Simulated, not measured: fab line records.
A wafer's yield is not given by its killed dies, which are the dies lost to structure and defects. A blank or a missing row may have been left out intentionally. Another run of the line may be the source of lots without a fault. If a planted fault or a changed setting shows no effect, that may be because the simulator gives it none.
Chamber matching / flow berkeleyCmos170 / 4 sister chambers for UCB170_V2_ETCH_14 on rieDiel-02
The step etches SiO2 in CHF3/CF4/Ar, stops on Al, target depth 1250 nm, time 291 s. 14 wafers are shown with their chamber, then 7 later ones without.

== EACH WAFER AND ITS CHAMBER ==
wafer=L696.2; chamber=1; throttleValvePct (%)=7.05; drypumpMotorCurrentA (A)=5.6; oesProductAu (a.u.)=0.875
wafer=L696.3; chamber=0; throttleValvePct (%)=7.12; drypumpMotorCurrentA (A)=5.4; oesProductAu (a.u.)=0.895
wafer=L696.5; chamber=2; throttleValvePct (%)=6.88; drypumpMotorCurrentA (A)=5.1; oesProductAu (a.u.)=0.885
wafer=L697.3; chamber=1; throttleValvePct (%)=7.05; drypumpMotorCurrentA (A)=5.6; oesProductAu (a.u.)=0.882
wafer=L697.4; chamber=2; throttleValvePct (%)=6.88; drypumpMotorCurrentA (A)=5.1; oesProductAu (a.u.)=0.879
wafer=L697.5; chamber=1; throttleValvePct (%)=7.05; drypumpMotorCurrentA (A)=5.6; oesProductAu (a.u.)=0.883
wafer=L700.1; chamber=1; throttleValvePct (%)=7.03; drypumpMotorCurrentA (A)=5.6; oesProductAu (a.u.)=0.872
wafer=L700.3; chamber=0; throttleValvePct (%)=7.14; drypumpMotorCurrentA (A)=5.5; oesProductAu (a.u.)=0.901
wafer=L700.5; chamber=2; throttleValvePct (%)=6.89; drypumpMotorCurrentA (A)=5.0; oesProductAu (a.u.)=0.884
wafer=L704.1; chamber=1; throttleValvePct (%)=7.03; drypumpMotorCurrentA (A)=5.6; oesProductAu (a.u.)=0.878
wafer=L704.3; chamber=3; throttleValvePct (%)=6.74; drypumpMotorCurrentA (A)=5.7; oesProductAu (a.u.)=0.870
wafer=L704.5; chamber=2; throttleValvePct (%)=6.89; drypumpMotorCurrentA (A)=5.1; oesProductAu (a.u.)=0.887
wafer=L710.1; chamber=0; throttleValvePct (%)=7.12; drypumpMotorCurrentA (A)=5.5; oesProductAu (a.u.)=0.899
wafer=L710.2; chamber=1; throttleValvePct (%)=7.05; drypumpMotorCurrentA (A)=5.6; oesProductAu (a.u.)=0.868

SIGNATURES (averages over the wafers above)
reading=throttleValvePct; chamber 0=7.1267; chamber 1=7.0433; chamber 2=6.8850; chamber 3=6.7400; scatter within a chamber=0.00949
reading=drypumpMotorCurrentA; chamber 0=5.467; chamber 1=5.600; chamber 2=5.075; chamber 3=5.700; scatter within a chamber=0.0376
reading=oesProductAu; chamber 0=0.89833; chamber 1=0.87633; chamber 2=0.88375; chamber 3=0.87000; scatter within a chamber=0.00472
Rule: for each reading, subtract the chamber's mean from the wafer's reading, divide by that reading's scatter and square the result; add these up over the readings and take the root, which gives the wafer's distance from the chamber. The wafer belongs to the nearest chamber; if the next one is less than 2 further off, it can't be placed. The scatter: take each reading less its chamber's mean, square it, sum over the shown wafers, divide by the number of wafers less the number of chambers, and take the root.

== WAFERS WITH NO CHAMBER GIVEN ==
wafer=L710.3; throttleValvePct (%)=6.88; drypumpMotorCurrentA (A)=5.0; oesProductAu (a.u.)=0.890
wafer=L714.3; throttleValvePct (%)=6.89; drypumpMotorCurrentA (A)=5.1; oesProductAu (a.u.)=0.885
wafer=L714.4; throttleValvePct (%)=7.12; drypumpMotorCurrentA (A)=5.5; oesProductAu (a.u.)=0.890
wafer=L714.6; throttleValvePct (%)=7.03; drypumpMotorCurrentA (A)=5.6; oesProductAu (a.u.)=0.879
wafer=L716.1; throttleValvePct (%)=7.02; drypumpMotorCurrentA (A)=5.6; oesProductAu (a.u.)=0.879
wafer=L716.2; throttleValvePct (%)=6.74; drypumpMotorCurrentA (A)=5.8; oesProductAu (a.u.)=0.859
wafer=L716.3; throttleValvePct (%)=7.11; drypumpMotorCurrentA (A)=5.5; oesProductAu (a.u.)=0.889

== WHICH CHAMBER EACH WENT THROUGH ==
wafer=L710.3; from the rows above=2; in truth=2
wafer=L714.3; from the rows above=2; in truth=2
wafer=L714.4; from the rows above=0; in truth=0
wafer=L714.6; from the rows above=1; in truth=1
wafer=L716.1; from the rows above=1; in truth=1
wafer=L716.2; from the rows above=3; in truth=3
wafer=L716.3; from the rows above=0; in truth=0
7 of 7 placed correctly. From these rows, 0 cannot be placed. Number placed wrongly: 0.
